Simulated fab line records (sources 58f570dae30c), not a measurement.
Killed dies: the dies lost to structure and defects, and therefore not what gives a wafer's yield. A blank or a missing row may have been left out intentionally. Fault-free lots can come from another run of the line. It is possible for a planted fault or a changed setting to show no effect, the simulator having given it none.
Which tool is to blame? ; flow berkeley-cmos170 ; 14 lots, 42 wafers sampled, at 4 steps of a route of 331

## WHAT THE GAUGES SHOWED, per wafer
UCB170_V2_CD_MEAS_90: the cd target is 700 nm.
lot;measured;on;cd-nm (nm)
L366;day 8 17:14;cd-sem-01;700.0 699.8 699.8
L364;day 8 19:13;cd-sem-01;699.6 698.9 700.3
L368;day 9 11:14;cd-sem-01;701.5 701.9 701.6
L370;day 9 16:42;cd-sem-02;698.5 697.7 698.2
L373;day 10 06:48;cd-sem-01;702.3 700.8 702.0
L371;day 10 07:04;cd-sem-02;700.5 701.7 700.9
L372;day 10 09:41;cd-sem-02;699.6 700.5 701.0
L377;day 11 04:26;cd-sem-01;701.5 701.8 702.3
L376;day 11 06:05;cd-sem-02;699.0 698.7 696.7
L375;day 11 08:20;cd-sem-01;702.0 700.9 700.3
L379;day 12 11:49;cd-sem-02;700.6 701.2 700.6
L380;day 12 11:58;cd-sem-01;699.9 700.3 701.8
L381;day 12 17:26;cd-sem-02;698.1 699.6 698.2
L386;day 13 15:22;cd-sem-02;699.3 698.5 698.3

UCB170_M3_THK_MEAS_03: measures by xrf.
lot;measured;on;M3_AL_THK (nm)
L366;day 8 17:38;film-metro-01;880 881 884
L364;day 8 19:37;film-metro-01;880 876 882
L368;day 9 11:37;film-metro-01;901 892 882
L370;day 9 17:05;film-metro-01;900 892 889
L373;day 10 07:10;film-metro-03;875 886 870
L371;day 10 07:28;film-metro-04;873 882 875
L372;day 10 10:04;film-metro-01;875 886 883
L377;day 11 04:47;film-metro-04;891 891 888
L376;day 11 06:27;film-metro-04;879 877 890
L375;day 11 08:43;film-metro-01;881 882 891
L379;day 12 12:12;film-metro-03;883 883 867
L380;day 12 12:20;film-metro-01;895 897 893
L381;day 12 17:49;film-metro-01;888 864 881
L386;day 13 15:45;film-metro-03;868 861 866

UCB170_M3_BOW_MEAS_20.
lot;measured;on;M3_BOW (um)
L366;day 8 21:28;film-metro-01;35 45 24
L364;day 8 22:53;film-metro-01;31 28 48
L368;day 9 14:05;film-metro-04;33 32 43
L370;day 9 19:27;film-metro-04;40 43 46
L373;day 10 10:19;film-metro-04;41 40 42
L371;day 10 10:49;film-metro-01;45 32 41
L372;day 10 13:14;film-metro-03;36 39 33
L377;day 11 08:18;film-metro-04;42 34 34
L376;day 11 09:16;film-metro-04;36 36 45
L375;day 11 11:08;film-metro-03;42 47 32
L379;day 12 15:04;film-metro-04;37 43 40
L380;day 12 15:34;film-metro-04;41 42 42
L381;day 12 20:56;film-metro-01;36 33 44
L386;day 13 19:05;film-metro-04;44 33 41

## WHAT TOOL EACH LOT RAN ON (gives the tool, then ch and the chambers of the sampled wafers, and finally the start)
lot;UCB170_M3_ETCH_17
L366;rie-diel-01 ch 0,1,3, day 8 20:54
L364;rie-diel-01 ch 0,2,3, day 8 22:26
L368;rie-diel-01 ch 0,1,3, day 9 13:35
L370;rie-diel-04 ch 0,1,2, day 9 19:00
L373;rie-diel-04 ch 0,1,2, day 10 09:50
L371;rie-diel-02 ch 1,2,3, day 10 10:22
L372;rie-diel-04 ch 0,2, day 10 12:47
L377;rie-diel-01 ch 0,2,3, day 11 07:46
L376;rie-diel-02 ch 1,3, day 11 08:46
L375;rie-diel-02 ch 0,2,3, day 11 10:41
L379;rie-diel-01 ch 0,2,3, day 12 14:36
L380;rie-diel-04 ch 0,1, day 12 15:04
L381;rie-diel-02 ch 0,3, day 12 20:25
L386;rie-diel-01 ch 2, day 13 18:37
- UCB170_M3_ETCH_17: etches BARC in N2/H2.

## WHAT THE TOOLS THEMSELVES READ (means of the sampled wafers that have a number; where no wafer has one, the mark that the record gives instead)
UCB170_M3_ETCH_17.
lot;tool;drypump-motor-current-A (A);oes-product-au (a.u.);rf-fwd-power-W (W);throttle-valve-pct (%)
L366;rie-diel-01;5.2;0.977;493.2;13.25
L364;rie-diel-01;5.4;0.994;493.0;13.19
L368;rie-diel-01;5.2;0.982;494.5;13.25
L370;rie-diel-04;6.1;0.999;493.0;13.23
L373;rie-diel-04;6.1;1.001;494.6;13.23
L371;rie-diel-02;5.6;0.998;494.2;13.33
L372;rie-diel-04;5.9;1.004;491.1;13.17
L377;rie-diel-01;5.4;0.991;493.7;13.18
L376;rie-diel-02;5.4;1.001;493.2;13.24
L375;rie-diel-02;5.6;0.994;496.1;13.36
L379;rie-diel-01;5.4;1.189;695.3;13.19
L380;rie-diel-04;6.2;1.004;492.5;13.13
L381;rie-diel-02;5.5;0.986;494.2;13.29
L386;rie-diel-01;5.8;1.215;691.9;13.16

## THE ANSWER, worked out from the rows above alone
Rule: usual is defined by the lots themselves. The widest of any qualifying gaps counts: lots, ordered by their means at a reading, are off when they make up no more than a third of the lots, leave a main group of 4 or more, and stand apart from it by 3 or more times the standard deviation of that group's means. Not used: any main group whose means are identical at the precision the tables above print for the reading. A lot without any number at a reading at which 4 lots or more have one is off too. Where the step has rows for the other lots, those lots are counted as sound. Order of review: gauges by route order, followed by the tools' own readings, for which a lot's mean as printed above is used. The first step at which some lot is off is used, and at that step the reading that is off furthest; a lot without a number counts as furthest.
Off: L379, L386, at UCB170_M3_ETCH_17 (rf-fwd-power-W). The main group: mean 493.6 W, standard deviation 1.2.
A tool fits if, at that step or a process step before it, it ran every lot that is off, and no sound lot after the first of them. One fits: rie-diel-01 at UCB170_M3_ETCH_17. A fault onset in the window from L377 (day 11 07:46, its last sound lot) to L379 (day 12 14:36, its first lot off) fits.
The tool's own readings at UCB170_M3_ETCH_17 bear it out: on the lots that are off they differ by more than 5 times the standard deviation of the sound lots' means. oes-product-au reads 1.202 a.u. there against 0.994 a.u. on the sound lots; rf-fwd-power-W reads 693.6 W there against 493.6 W on the sound lots.

## WHAT THE SIMULATOR HAD PUT IN
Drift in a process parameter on rie-diel-01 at UCB170_M3_ETCH_17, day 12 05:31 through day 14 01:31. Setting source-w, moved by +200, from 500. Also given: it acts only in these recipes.
Shown lots that were struck: L379, L386. The rule above found the same.
